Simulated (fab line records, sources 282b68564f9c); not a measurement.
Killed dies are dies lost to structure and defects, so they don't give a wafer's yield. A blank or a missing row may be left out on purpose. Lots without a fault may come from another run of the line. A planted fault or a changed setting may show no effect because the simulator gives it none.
A struck lot beside a sound one | flow rit_cmos | 21 steps out of a route of 202
Sound: wafers L138.1, L138.3, L138.5. Struck: wafers L148.2, L148.5, L148.6. The cause comes at the end.
At each step with rows: each side's tool, then ch and its chambers, then its first start. Under that, the readings that differ: sound wafers | struck wafers | difference of the means | sigmas: that difference in standard deviations of wafers without a fault.
alike: readings whose means differ by less than 2 such deviations, and words and numbers that are the same on both sides. not compared: withheld readings, readings that some wafer has no value for, bounds like >300 that may hide the same value, and numbers for which the record gives no deviation and whose values overlap.
The two part at a step that has a row with sigmas, a row that says differs or no value, or rows on one side only. Numbers that don't overlap but have no deviation are shown without sigmas and don't part them. A reading that every wafer of one side lacks parts them only if that side has two wafers or more.

first, 4 steps without rows for these wafers: RIT_ACTIVE_CLEAN_15 (cleans in SC1, time 600 s); RIT_ACTIVE_CLEAN_16 (cleans in dHF, time 30 s); RIT_ACTIVE_CLEAN_17 (cleans in SC2, time 600 s); RIT_FOX1_OXIDATION_00 (target thk 350.7 nm, ox time 1130 s).
RIT_FOX1_THK_MEAS_01:
  sound on film_metro-03, day 2 07:56; struck on film_metro-02, day 4 12:29
  alike: FOX1_OXIDE_THK
then, 2 steps without rows for these wafers: RIT_FOX1_WET_ETCH_02 (etches SiO2 in BOE, target depth 350 nm, time 390 s); RIT_FOX2_OXIDATION_00 (target thk 350.7 nm, ox time 1130 s).
RIT_FOX2_THK_MEAS_01:
  sound on film_metro-03, day 2 09:33; struck on film_metro-04, day 4 14:01
  alike: FOX2_OXIDE_THK
then, 2 steps without rows for these wafers: RIT_FOX2_CLEAN_02 (cleans in dHF, time 180 s); RIT_FOX2_WET_ETCH_03 (etches Si3N4 in H3PO4, target depth 195 nm, time 2700 s).
RIT_FOX2_THK_MEAS_90:
  sound on film_metro-03, day 2 10:26; struck on film_metro-04, day 4 15:02
  alike: FIELD_OXIDE_LEFT_1_THK
then, 1 step without rows for these wafers: RIT_NWELL_HMDS_00 (prime time 60 s).
RIT_NWELL_COAT_01: resist thk 1300 nm.
  sound on litho_track-01 ch 0, day 2 10:38; struck on litho_track-01 ch 0, day 4 15:16
  reading                                    | sound                | struck               | difference | sigmas
  spin_speed_rpm (rpm)                       | 2001.9 1999.4 1999.6 | 1890.9 1888.1 1890.7 | -110.4     | -85
  model.NOVOLAK_of_NWELL_COAT_01.thk_nm (nm) | 1301 1297 1302       | 1338 1338 1336       | +37        |
  alike: exhaust_pa, resist_line_temp_C
then, 4 steps without rows for these wafers: RIT_NWELL_SOFTBAKE_02 (time 60 s); RIT_NWELL_EXPOSE_03 (exposes mask M2, target cd 43900 nm); RIT_NWELL_PEB_04; RIT_NWELL_DEVELOP_05 (develop time 68 s).
RIT_NWELL_OVL_MEAS_06:
  sound on overlay-01, day 2 11:22; struck on overlay-01, day 4 16:05
  alike: NWELL_OVL
RIT_NWELL_HARDBAKE_07: time 120 s.
  sound on litho_track-04 ch 0, day 2 11:24; struck on litho_track-03 ch 0, day 4 16:10
  reading                                    | sound          | struck         | difference | sigmas
  model.NOVOLAK_of_NWELL_COAT_01.thk_nm (nm) | 1137 1135 1139 | 1169 1170 1168 | +32        |
  alike: exhaust_pa, plate_temp_C, resist_line_temp_C
then, 2 steps without rows for these wafers: RIT_NWELL_IMPLANT_08; RIT_M1_PROBE_99.

WHERE THEY PART
Only at RIT_NWELL_COAT_01, within this record. Later steps at which nothing parts them and some readings are alike: RIT_NWELL_OVL_MEAS_06, RIT_NWELL_HARDBAKE_07.

WHY: what the simulator had put in
Process parameter drift: litho_track-01, from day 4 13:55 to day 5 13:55, at RIT_NWELL_COAT_01. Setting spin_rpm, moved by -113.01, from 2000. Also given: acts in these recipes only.
